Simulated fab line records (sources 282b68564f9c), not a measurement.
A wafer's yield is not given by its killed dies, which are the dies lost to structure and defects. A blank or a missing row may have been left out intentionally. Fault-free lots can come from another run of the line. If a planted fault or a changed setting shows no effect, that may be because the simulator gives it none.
Which tool is to blame?    flow ritCmos    42 wafers from 14 lots sampled at 6 of the route's 202 steps

WHAT THE GAUGES READ, wafer by wafer
RIT_SILICIDE_RS_MEAS_02: the measuring method here is four-point-probe. Usual: SILICIDE_TI_RS gives 47.3 ohm/sq (standard deviation 0.88).
lot   measured     on            SILICIDE_TI_RS (ohm/sq)  flag
L804  day 3 15:20  filmMetro-04  46.6 47.4 45.8           
L805  day 3 18:52  filmMetro-03  47.2 48.1 47.8           
L806  day 4 01:30  filmMetro-01  46.2 46.3 46.4           
L808  day 4 08:53  filmMetro-04  47.4 48.3 48.7           
L809  day 4 11:11  filmMetro-03  47.4 48.3 47.1           
L810  day 4 19:59  filmMetro-03  46.9 48.1 47.7           
L814  day 5 15:31  filmMetro-04  43.7 43.7 43.6           OFF
L815  day 5 16:22  filmMetro-01  46.7 47.6 47.0           
L816  day 6 00:34  filmMetro-03  43.6 43.1 43.2           OFF
L817  day 6 06:45  filmMetro-01  48.6 47.3 47.6           
L821  day 7 03:55  filmMetro-04  48.1 48.2 48.6           
L823  day 8 02:20  filmMetro-01  47.9 48.0 47.4           
L824  day 8 02:39  filmMetro-04  47.6 48.5 48.6           
L826  day 8 12:41  filmMetro-04  47.3 48.1 47.6           

RIT_SILICIDE_THK_MEAS_03: measures by xrf. Usual: SILICIDE_TI_THK gives 29.7 nm (standard deviation 0.48).
lot   measured     on            SILICIDE_TI_THK (nm)  flag
L804  day 3 15:26  filmMetro-04  30.2 29.7 30.7        
L805  day 3 18:58  filmMetro-03  29.7 29.1 29.3        
L806  day 4 01:37  filmMetro-01  30.2 30.1 29.9        
L808  day 4 08:59  filmMetro-04  29.9 29.3 29.1        
L809  day 4 11:19  filmMetro-03  29.5 28.9 29.7        
L810  day 4 20:06  filmMetro-03  29.8 29.1 29.3        
L814  day 5 15:38  filmMetro-04  31.9 31.9 31.8        OFF
L815  day 5 16:29  filmMetro-01  29.9 29.5 29.7        
L816  day 6 00:41  filmMetro-03  31.5 31.9 31.8        OFF
L817  day 6 06:52  filmMetro-01  28.9 29.4 29.3        
L821  day 7 04:02  filmMetro-04  29.5 29.4 29.2        
L823  day 8 02:27  filmMetro-01  29.1 29.0 29.4        
L824  day 8 02:46  filmMetro-04  29.6 29.2 29.2        
L826  day 8 12:49  filmMetro-04  29.8 29.3 29.6        

RIT_M1_OVL_MEAS_10. Usual: M1_OVL gives -0.3 nm (standard deviation 1.5).
lot   measured     on          M1_OVL (nm)     flag
L804  day 3 19:41  overlay-02  -0.5 -1.1 -0.4  
L805  day 3 23:04  overlay-02  -2.0 -2.2 -1.5  
L806  day 4 05:38  overlay-01  -0.6 0.2 0.2    
L808  day 4 13:09  overlay-01  0.4 -1.0 -0.1   
L809  day 4 15:22  overlay-01  3.4 2.0 0.7     
L810  day 5 00:36  overlay-01  -1.4 -4.0 -1.2  
L814  day 5 19:37  overlay-02  -0.3 0.4 0.1    
L815  day 5 20:37  overlay-01  1.9 1.5 2.4     
L816  day 6 04:46  overlay-02  -0.4 -1.5 -1.4  
L817  day 6 10:49  overlay-02  -2.6 -2.7 -2.7  
L821  day 7 08:14  overlay-01  -0.8 -0.4 0.3   
L823  day 8 06:44  overlay-01  3.2 0.5 1.5     
L824  day 8 07:02  overlay-02  0.6 -1.4 1.1    
L826  day 8 16:46  overlay-02  -1.1 -1.1 -1.0  

EACH LOT AND THE TOOL THAT RAN IT (in order: tool; ch and the chambers of the sampled wafers; start)
lot   RIT_PWELL_STRIP_09                  RIT_PSD_STRIP_09                    RIT_SILICIDE_SPUTTER_01
L804  plasmaAsher-01 ch 0,1, day 2 08:12  plasmaAsher-02 ch 0,1, day 3 13:59  pvdSputter-02, day 3 15:10
L805  plasmaAsher-02 ch 0, day 2 09:38    plasmaAsher-02 ch 0,1, day 3 17:32  pvdSputter-01, day 3 18:41
L806  plasmaAsher-01 ch 1, day 2 17:18    plasmaAsher-02 ch 0,1, day 4 00:08  pvdSputter-02, day 4 01:20
L808  plasmaAsher-02 ch 0,1, day 2 23:53  plasmaAsher-04 ch 0, day 4 07:34    pvdSputter-04, day 4 08:43
L809  plasmaAsher-03 ch 1, day 3 05:28    plasmaAsher-02 ch 0,1, day 4 09:51  pvdSputter-01, day 4 11:02
L810  plasmaAsher-02 ch 0,1, day 3 12:46  plasmaAsher-04 ch 0,1, day 4 18:40  pvdSputter-02, day 4 19:50
L814  plasmaAsher-02 ch 0, day 4 08:41    plasmaAsher-03 ch 0,1, day 5 14:11  pvdSputter-02, day 5 15:22
L815  plasmaAsher-02 ch 0,1, day 4 11:13  plasmaAsher-03 ch 0,1, day 5 15:03  pvdSputter-01, day 5 16:13
L816  plasmaAsher-03 ch 0,1, day 4 18:13  plasmaAsher-04 ch 0,1, day 5 23:14  pvdSputter-02, day 6 00:25
L817  plasmaAsher-03 ch 1, day 4 23:16    plasmaAsher-04 ch 0,1, day 6 05:23  pvdSputter-01, day 6 06:35
L821  plasmaAsher-03 ch 0,1, day 5 18:36  plasmaAsher-02 ch 0,1, day 7 02:35  pvdSputter-01, day 7 03:46
L823  plasmaAsher-03 ch 0,1, day 6 08:23  plasmaAsher-03 ch 0,1, day 8 00:59  pvdSputter-01, day 8 02:10
L824  plasmaAsher-02 ch 0,1, day 6 10:38  plasmaAsher-04 ch 0,1, day 8 01:17  pvdSputter-04, day 8 02:29
L826  plasmaAsher-02 ch 0,1, day 6 18:46  plasmaAsher-03 ch 1, day 8 11:22    pvdSputter-01, day 8 12:32
- RIT_PWELL_STRIP_09: strips in O2, time 180 s.
- RIT_PSD_STRIP_09: strips in O2, time 180 s.
- RIT_SILICIDE_SPUTTER_01: material Ti, target thk 30 nm, time 240 s.

WHAT THE TOOLS THEMSELVES READ (means of the sampled wafers that have a number; where no wafer has one, the mark that the record gives instead)
RIT_PWELL_STRIP_09. Usual: drypumpMotorCurrentA 5.6 A, standard deviation 0.55; rfReflPowerW 8.1 W, standard deviation 1.1.
lot   tool            drypumpMotorCurrentA (A)  rfReflPowerW (W)  flag
L804  plasmaAsher-01  5.1                       7.3               
L805  plasmaAsher-02  6.5                       8.8               
L806  plasmaAsher-01  5.2                       9.3               
L808  plasmaAsher-02  6.0                       8.1               
L809  plasmaAsher-03  5.7                       8.3               
L810  plasmaAsher-02  5.6                       7.7               
L814  plasmaAsher-02  6.4                       8.7               
L815  plasmaAsher-02  6.0                       8.1               
L816  plasmaAsher-03  6.0                       9.3               
L817  plasmaAsher-03  5.7                       8.4               
L821  plasmaAsher-03  5.8                       8.6               
L823  plasmaAsher-03  5.8                       8.6               
L824  plasmaAsher-02  6.0                       8.2               
L826  plasmaAsher-02  5.6                       7.5               

RIT_PSD_STRIP_09. Usual: drypumpMotorCurrentA 5.9 A, standard deviation 0.49; rfReflPowerW 7.3 W, standard deviation 1.6.
lot   tool            drypumpMotorCurrentA (A)  rfReflPowerW (W)  flag
L804  plasmaAsher-02  6.0                       8.2               
L805  plasmaAsher-02  5.6                       7.4               
L806  plasmaAsher-02  5.6                       7.8               
L808  plasmaAsher-04  5.8                       5.3               
L809  plasmaAsher-02  5.6                       7.8               
L810  plasmaAsher-04  6.0                       5.3               
L814  plasmaAsher-03  5.8                       8.8               
L815  plasmaAsher-03  5.8                       8.7               
L816  plasmaAsher-04  6.0                       5.4               
L817  plasmaAsher-04  6.0                       5.4               
L821  plasmaAsher-02  5.6                       7.4               
L823  plasmaAsher-03  5.9                       8.9               
L824  plasmaAsher-04  6.2                       5.3               
L826  plasmaAsher-03  5.7                       8.4               

RIT_SILICIDE_SPUTTER_01. Usual: cathodeDcPowerW 350.01 W, standard deviation 0.062; throttleValvePct 30.1 %, standard deviation 1.
lot   tool           cathodeDcPowerW (W)  throttleValvePct (%)  flag
L804  pvdSputter-02  350.03               30.5                  
L805  pvdSputter-01  349.98               30.2                  
L806  pvdSputter-02  349.99               29.2                  
L808  pvdSputter-04  350.03               29.9                  
L809  pvdSputter-01  349.95               30.8                  
L810  pvdSputter-02  349.97               29.3                  
L814  pvdSputter-02  349.96               30.5                  
L815  pvdSputter-01  349.94               30.6                  
L816  pvdSputter-02  350.02               29.5                  
L817  pvdSputter-01  350.02               30.5                  
L821  pvdSputter-01  350.11               30.7                  
L823  pvdSputter-01  349.99               30.5                  
L824  pvdSputter-04  349.99               30.1                  
L826  pvdSputter-01  349.99               30.7                  

THE ANSWER, worked out from the rows above alone
Rule: a lot counts as off when the mean over its wafers that have a number is more than 3 standard deviations away from the usual mean. A lot without any number at a reading at which 4 lots or more have one is off too. Where the step has rows for the other lots, those lots are counted as sound. Order of review: gauges by route order, followed by the tools' own readings, for which a lot's mean as printed above is used. The first step at which some lot is off is used, and at that step the reading that is off furthest; a lot without a number counts as furthest.
Off: L814, L816, seen at RIT_SILICIDE_RS_MEAS_02 (SILICIDE_TI_RS).
A tool fits if, at a process step before that reading, it ran every lot that is off, and no sound lot after the first of them. Gauges at RIT_SILICIDE_RS_MEAS_02: tried the same way as those tools. One fits: RIT_SILICIDE_SPUTTER_01 on pvdSputter-02. Its last sound lot is L810 (day 4 19:50), its first lot that is off L814 (day 5 15:22): a fault that began between those two fits.

WHAT WAS PUT IN BY THE SIMULATOR
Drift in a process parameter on pvdSputter-02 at RIT_SILICIDE_SPUTTER_01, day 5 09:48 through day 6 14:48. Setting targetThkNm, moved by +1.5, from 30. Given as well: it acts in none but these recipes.
Lots struck among those shown: L814, L816. The rule above reached the same finding.
